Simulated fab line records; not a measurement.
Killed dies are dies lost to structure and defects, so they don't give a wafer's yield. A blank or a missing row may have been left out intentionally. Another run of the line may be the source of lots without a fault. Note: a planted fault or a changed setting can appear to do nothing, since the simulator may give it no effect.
The tool behind it: which one?    flow berkeleyCmos170    42 wafers from 14 lots sampled at 5 of the route's 331 steps

WHAT EACH GAUGE READ, for each wafer
UCB170_SDANNEAL_RS_MEAS_04: uses a four-point probe to measure.
lot   measured      on            PLDD_RS (ohm/sq)
L992  day 6 16:16   filmMetro-01  1031.8 1035.3 1038.7
L995  day 7 01:49   filmMetro-03  1031.4 1037.7 1035.9
L994  day 7 02:07   filmMetro-01  1029.5 1029.7 1027.8
L993  day 7 02:18   filmMetro-03  1029.2 1032.2 1031.5
L998  day 8 05:11   filmMetro-03  1029.9 1034.5 1031.6
L999  day 8 12:50   filmMetro-01  1031.9 1033.4 1030.1
L104  day 8 23:16   filmMetro-01  1030.5 1031.6 1031.1
L108  day 10 05:02  filmMetro-02  1028.0 1029.7 1030.7
L107  day 10 05:03  filmMetro-03  1035.4 1037.1 1036.5
L106  day 10 05:28  filmMetro-01  1031.5 1031.7 1032.9
L109  day 10 05:55  filmMetro-02  1029.6 1029.5 1033.7
L111  day 11 03:18  filmMetro-02  1030.8 1033.1 1032.1
L113  day 11 11:45  filmMetro-03  1026.1 1025.9 1026.4
L115  day 11 22:40  filmMetro-03  1027.8 1029.5 1028.7

UCB170_M1_THK_MEAS_02: measures by xrf.
lot   measured      on            M1_AL_THK (nm)
L992  day 6 23:01   filmMetro-01  604 604 604
L995  day 7 07:10   filmMetro-03  606 604 598
L994  day 7 07:28   filmMetro-01  599 593 593
L993  day 7 09:04   filmMetro-03  608 607 608
L998  day 8 10:38   filmMetro-01  599 592 602
L999  day 8 18:01   filmMetro-01  599 598 599
L104  day 9 06:18   filmMetro-01  597 589 587
L108  day 10 10:18  filmMetro-03  611 601 607
L107  day 10 11:16  filmMetro-01  587 594 585
L106  day 10 13:02  filmMetro-03  617 611 609
L109  day 10 13:27  filmMetro-01  598 599 598
L111  day 11 08:50  filmMetro-03  606 602 606
L113  day 11 17:16  filmMetro-03  593 591 594
L115  day 12 04:41  filmMetro-02  603 599 598

UCB170_M1_CD_MEAS_09: the cd target is 700 nm.
lot   measured      on        cdNm (nm)
L992  day 7 00:03   cdSem-01  699.0 698.4 699.2
L995  day 7 08:24   cdSem-01  700.7 700.7 700.9
L994  day 7 08:43   cdSem-01  700.3 699.0 699.4
L993  day 7 09:58   cdSem-02  702.2 702.8 702.0
L998  day 8 11:37   cdSem-02  678.2 678.7 680.0
L999  day 8 19:15   cdSem-02  678.9 680.7 679.3
L104  day 9 07:50   cdSem-02  701.3 701.9 700.4
L108  day 10 11:19  cdSem-02  699.5 700.7 700.3
L107  day 10 12:17  cdSem-01  700.6 700.6 699.8
L106  day 10 13:57  cdSem-02  696.0 696.8 697.4
L109  day 10 14:29  cdSem-02  701.2 700.6 701.0
L111  day 11 09:44  cdSem-02  700.2 701.3 701.0
L113  day 11 19:47  cdSem-01  699.9 701.2 699.1
L115  day 12 05:46  cdSem-02  702.1 701.9 700.9

WHAT TOOL EACH LOT RAN ON (gives the tool, then ch and the chambers of the sampled wafers, and finally the start)
lot   UCB170_CONTACT_STRIP_06              UCB170_M1_COAT_04
L992  plasmaAsher-04 ch 0,1, day 6 20:29   lithoTrack-04 ch 0, day 6 23:00
L995  plasmaAsher-01 ch 0,1, day 7 04:59   lithoTrack-01 ch 0, day 7 07:00
L994  plasmaAsher-04 ch 0,1, day 7 05:14   lithoTrack-01 ch 0, day 7 07:00
L993  plasmaAsher-04 ch 0,1, day 7 06:49   lithoTrack-04 ch 0, day 7 09:00
L998  plasmaAsher-02 ch 0,1, day 8 08:19   lithoTrack-01 ch 0, day 8 10:00
L999  plasmaAsher-04 ch 0, day 8 15:55     lithoTrack-01 ch 0, day 8 18:00
L104  plasmaAsher-02 ch 0,1, day 9 03:50   lithoTrack-04 ch 0, day 9 06:00
L108  plasmaAsher-04 ch 0,1, day 10 08:05  lithoTrack-02 ch 0, day 10 10:00
L107  plasmaAsher-01 ch 0,1, day 10 09:03  lithoTrack-02 ch 0, day 10 11:00
L106  plasmaAsher-02 ch 0, day 10 10:50    lithoTrack-02 ch 0, day 10 13:00
L109  plasmaAsher-01 ch 0,1, day 10 11:01  lithoTrack-04 ch 0, day 10 13:00
L111  plasmaAsher-02 ch 0,1, day 11 06:41  lithoTrack-02 ch 0, day 11 09:00
L113  plasmaAsher-02 ch 0,1, day 11 14:49  lithoTrack-02 ch 0, day 11 18:00
L115  plasmaAsher-01 ch 0, day 12 02:20    lithoTrack-02 ch 0, day 12 05:00
- UCB170_CONTACT_STRIP_06: strips in O2.
- UCB170_M1_COAT_04: resist thk 900 nm.

AS READ BY THE TOOLS THEMSELVES (means over the sampled wafers that have a number; for cases with no such wafer, the mark the record gives instead)
UCB170_CONTACT_STRIP_06.
lot   tool            drypumpMotorCurrentA (A)  o2FlowSccm (sccm)  oesProductAu (a.u.)  stripTimeToEndpointS (s)
L992  plasmaAsher-04  5.67                      401.4              0.732                22.13
L995  plasmaAsher-01  5.44                      399.3              0.737                22.01
L994  plasmaAsher-04  5.79                      400.6              0.738                22.01
L993  plasmaAsher-04  5.67                      402.2              0.734                22.02
L998  plasmaAsher-02  5.67                      401.4              0.735                21.88
L999  plasmaAsher-04  5.52                      399.2              0.732                22.00
L104  plasmaAsher-02  5.70                      401.3              0.735                22.00
L108  plasmaAsher-04  5.80                      399.9              0.737                21.99
L107  plasmaAsher-01  5.44                      400.0              0.734                21.93
L106  plasmaAsher-02  5.77                      398.1              0.733                21.93
L109  plasmaAsher-01  5.44                      400.2              0.733                21.97
L111  plasmaAsher-02  5.69                      400.0              0.735                21.94
L113  plasmaAsher-02  5.70                      400.1              0.735                22.04
L115  plasmaAsher-01  5.02                      400.3              0.741                21.95

UCB170_M1_COAT_04.
lot   tool           chillPlateTempC (C)  resistLineTempC (C)
L992  lithoTrack-04  23.00                23.08
L995  lithoTrack-01  22.93                22.92
L994  lithoTrack-01  22.94                23.05
L993  lithoTrack-04  23.04                23.17
L998  lithoTrack-01  23.01                23.15
L999  lithoTrack-01  23.01                23.00
L104  lithoTrack-04  22.91                22.98
L108  lithoTrack-02  23.10                23.16
L107  lithoTrack-02  23.04                23.16
L106  lithoTrack-02  23.13                23.05
L109  lithoTrack-04  23.07                22.92
L111  lithoTrack-02  23.06                23.00
L113  lithoTrack-02  22.93                23.00
L115  lithoTrack-02  23.08                22.87

THE ANSWER, worked out from the rows above alone
Rule: the usual values come from the lots themselves. Put in order of their means at a reading, lots are off if they are a third of the lots or fewer, leave a main group of 4 or more, and stand apart from it by a gap of 3 or more times the standard deviation of the main group's means; of several such gaps the widest counts. A main group is skipped when, at the precision printed for the reading in the tables above, its means are all equal. Also off: a lot with no number at a reading for which 4 or more lots have one. The other lots that the step has rows for count as sound. After the gauges, taken in route order, come the tools' own readings; for these a lot's mean is taken, as printed above. The first step at which some lot is off is used, and at that step the reading that is off furthest; a lot without a number counts as furthest.
Off, at UCB170_M1_CD_MEAS_09 on cdNm: L998, L999. Mean 700.3 nm and standard deviation 1.4 in the main group.
If a tool, at a process step before that reading, ran all the lots that are off and no sound lot after the first of them, it fits. The gauges at UCB170_M1_CD_MEAS_09 are tried like those tools. One fits: UCB170_M1_COAT_04 on lithoTrack-01. Its last sound lot is L995 (day 7 07:00), its first lot that is off L998 (day 8 10:00): a fault that began between those two fits.

WHAT WAS PUT IN BY THE SIMULATOR
Process parameter drift: lithoTrack-01, from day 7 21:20 on, at UCB170_M1_COAT_04. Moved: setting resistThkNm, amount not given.
Struck lots among those shown: L998, L999. The same result came from the rule above.
